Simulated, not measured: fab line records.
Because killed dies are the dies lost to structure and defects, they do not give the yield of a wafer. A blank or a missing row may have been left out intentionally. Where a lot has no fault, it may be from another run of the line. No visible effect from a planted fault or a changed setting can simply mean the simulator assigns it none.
A struck lot beside a sound one :: flow ritCmos :: 14 out of 202 route steps
Sound: the wafers L220.1, L220.2, L220.3. The struck wafers were L227.4, L227.5, L227.6. The cause is given at the end.
Order at every step that has rows: each side's tool, ch and its chambers, its first start. Under that, the readings that differ: sound wafers :: struck wafers :: difference of the means :: sigmas: that difference in standard deviations of wafers without a fault.
alike: readings whose means differ by less than 2 such deviations, and words and numbers that are the same on both sides. not compared: withheld readings, readings that some wafer has no value for, bounds like >300 that may hide the same value, and numbers for which the record gives no deviation and whose values overlap.
Wherever a step has rows on one side only, a row that says differs or no value, or a row with sigmas, the two part there. Numbers that have no deviation but don't overlap get no sigmas and don't part them. A reading that every wafer of one side lacks parts them only if that side has two wafers or more.

first, 1 step without rows for these wafers: RIT_CONTACT_HARDBAKE_10 (time 60 s).
RIT_CONTACT_ETCH_11: etches SiO2 in CHF3/CF4/Ar, stops on TiSi2, target depth 480 nm, time 320 s.
  sound on rieDiel-02 ch 0,1,3, day 4 12:23; struck on rieDiel-03 ch 0,3, day 6 00:06
  alike: drypumpMotorCurrentA, oesProductAu, throttleValvePct
  not compared: rfHoursCounterH
RIT_CONTACT_STRIP_12: strips in O2, time 180 s.
  sound on plasmaAsher-04 ch 0,1, day 4 12:35; struck on plasmaAsher-04 ch 0,1, day 6 00:22
  alike: drypumpMotorCurrentA
  not compared: rfHoursCounterH
RIT_CONTACT_CD_MEAS_90: target cd 1000 nm.
  struck on cdSem-02, day 6 00:32; sound on cdSem-02, day 4 12:46
  alike: cdNm
then, 2 steps without rows for these wafers: RIT_CONTACT_CLEAN_13 (cleans in SC1, time 600 s); RIT_CONTACT_CLEAN_14 (cleans in SC2, time 600 s).
RIT_M1_SPUTTER_00: material Al, target thk 400 nm, time 500 s.
  struck on pvdSputter-04, day 6 00:56; sound on pvdSputter-03, day 4 13:14
  alike: throttleValvePct
RIT_M1_RS_MEAS_01: measurement is done with a four-point probe.
  struck on filmMetro-01, day 6 01:18; sound on filmMetro-01, day 4 13:31
  alike: M1_AL_RS
RIT_M1_THK_MEAS_02: measures by xrf.
  struck on filmMetro-01, day 6 01:23; sound on filmMetro-01, day 4 13:38
  alike: M1_AL_THK
then, 3 steps without rows for these wafers: RIT_M1_HMDS_03 (prime time 60 s); RIT_M1_COAT_04 (resist thk 1300 nm); RIT_M1_SOFTBAKE_05 (time 60 s).
RIT_M1_EXPOSE_06: exposes mask M12, target cd 2600 nm.
  sound on ilineStepper-01 ch 0, day 4 14:17; struck on ilineStepper-02, day 6 02:03
  no value came back on the struck wafers for exposureDoseMJCm2, focusOffsetNm (nm); on the sound wafers exposureDoseMJCm2 reads 250.13 250.31 250.32
  alike: mask
next, for these wafers, 1 step has no rows: RIT_M1_PEB_07.

WHERE THEY PART
Only at RIT_M1_EXPOSE_06, within this record.

WHY: whatever the simulator had introduced
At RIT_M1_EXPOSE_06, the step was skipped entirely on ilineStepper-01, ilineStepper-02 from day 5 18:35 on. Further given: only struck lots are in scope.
